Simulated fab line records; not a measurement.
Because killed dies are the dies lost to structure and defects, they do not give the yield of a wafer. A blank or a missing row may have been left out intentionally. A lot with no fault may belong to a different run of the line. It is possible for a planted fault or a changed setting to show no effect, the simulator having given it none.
Which of the tools did it? ; flow berkeley-cmos170 ; 13 lots, 39 wafers sampled, at 3 steps of a route of 331

WHAT THE GAUGES READ, wafer by wafer
UCB170_M3_RS_MEAS_02: the measuring method here is four-point-probe. Usual: M3_AL_RS 0.0321 ohm/sq, standard deviation 0.00034.
lot;measured;on;M3_AL_RS (ohm/sq);flag
L289;day 8 18:28;film-metro-03;0.0320 0.0319 0.0318;
L290;day 9 14:40;film-metro-01;0.0325 0.0317 0.0323;
L292;day 9 17:19;film-metro-02;0.0319 0.0319 0.0319;
L295;day 9 23:25;film-metro-02;0.0319 0.0320 0.0317;
L294;day 10 04:23;film-metro-03;0.0324 0.0323 0.0328;
L293;day 10 04:48;film-metro-01;0.0322 0.0320 0.0322;
L299;day 11 13:10;film-metro-01;0.0327 0.0328 0.0324;
L301;day 12 00:22;film-metro-01;0.0324 0.0328 0.0327;
L302;day 12 19:23;film-metro-02;0.0321 0.0549 0.0321;OFF
L309;day 14 04:34;film-metro-02;0.0323 0.0317 0.0317;
L311;day 14 14:02;film-metro-02;0.0326 0.0323 0.0323;
L306;day 14 15:20;film-metro-02;0.0322 0.0319 0.0322;
L308;day 14 16:07;film-metro-03;0.0322 0.0319 0.0318;

UCB170_M3_THK_MEAS_03: measures by xrf. Usual: M3_AL_THK 904 nm, standard deviation 10.
lot;measured;on;M3_AL_THK (nm);flag
L289;day 8 18:35;film-metro-03;914 917 919;
L290;day 9 14:47;film-metro-01;897 915 902;
L292;day 9 17:26;film-metro-02;907 913 910;
L295;day 9 23:31;film-metro-02;907 910 915;
L294;day 10 04:30;film-metro-03;894 899 887;
L293;day 10 04:55;film-metro-01;908 906 897;
L299;day 11 13:17;film-metro-01;884 885 893;
L301;day 12 00:29;film-metro-01;897 887 897;
L302;day 12 19:31;film-metro-02;896 529 900;OFF
L309;day 14 04:40;film-metro-02;898 912 920;
L311;day 14 14:10;film-metro-02;889 895 899;
L306;day 14 15:27;film-metro-02;904 911 903;
L308;day 14 16:14;film-metro-03;906 912 918;

WHICH TOOL RAN EACH LOT (tool, then ch and the chambers of the sampled wafers, then the start)
lot;UCB170_M3_SPUTTER_01
L289;pvd-sputter-01, day 8 18:23
L290;pvd-sputter-04, day 9 14:35
L292;pvd-sputter-02, day 9 17:14
L295;pvd-sputter-04, day 9 23:17
L294;pvd-sputter-01, day 10 04:18
L293;pvd-sputter-02, day 10 04:43
L299;pvd-sputter-01, day 11 13:05
L301;pvd-sputter-02, day 12 00:17
L302;pvd-sputter-01, day 12 19:19
L309;pvd-sputter-04, day 14 04:28
L311;pvd-sputter-04, day 14 13:58
L306;pvd-sputter-04, day 14 15:14
L308;pvd-sputter-02, day 14 16:01
- UCB170_M3_SPUTTER_01: material Al, target thk 900 nm, time 120 s.

WHAT THE TOOLS THEMSELVES READ (means of the sampled wafers that have a number; where no wafer has one, the mark that the record gives instead)
UCB170_M3_SPUTTER_01. Usual: cathode-dc-power-W 6000.1 W, standard deviation 1.1; throttle-valve-pct 30.3 %, standard deviation 0.92.
lot;tool;cathode-dc-power-W (W);throttle-valve-pct (%);flag
L289;pvd-sputter-01;6000.3;30.2;
L290;pvd-sputter-04;5998.6;30.4;
L292;pvd-sputter-02;6000.2;30.4;
L295;pvd-sputter-04;6000.8;30.9;
L294;pvd-sputter-01;6000.4;30.2;
L293;pvd-sputter-02;6000.0;30.3;
L299;pvd-sputter-01;5999.9;29.4;
L301;pvd-sputter-02;5999.4;30.1;
L302;pvd-sputter-01;6000.3;29.6;
L309;pvd-sputter-04;6000.9;31.0;
L311;pvd-sputter-04;5999.9;29.9;
L306;pvd-sputter-04;6000.4;30.9;
L308;pvd-sputter-02;6000.8;31.1;

THE ANSWER, worked out from the rows above alone
Rule: a lot counts as off when the mean over its wafers that have a number is more than 3 standard deviations away from the usual mean. A lot without any number at a reading at which 4 lots or more have one is off too. The other lots that the step has rows for count as sound. After the gauges, taken in route order, come the tools' own readings; for these a lot's mean is taken, as printed above. The first step at which some lot is off is used, and at that step the reading that is off furthest; a lot without a number counts as furthest.
Off: at UCB170_M3_RS_MEAS_02 (M3_AL_RS), L302.
If a tool, at a process step before that reading, ran all the lots that are off and no sound lot after the first of them, it fits. The gauges at UCB170_M3_RS_MEAS_02 are tried like those tools. One candidate fits, namely pvd-sputter-01 at UCB170_M3_SPUTTER_01. A fault onset in the window from L299 (day 11 13:05, its last sound lot) to L302 (day 12 19:19, its first lot off) fits.

WHAT WAS PUT IN BY THE SIMULATOR
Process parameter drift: pvd-sputter-01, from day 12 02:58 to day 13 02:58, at UCB170_M3_SPUTTER_01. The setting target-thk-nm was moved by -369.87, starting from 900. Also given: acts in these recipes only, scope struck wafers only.
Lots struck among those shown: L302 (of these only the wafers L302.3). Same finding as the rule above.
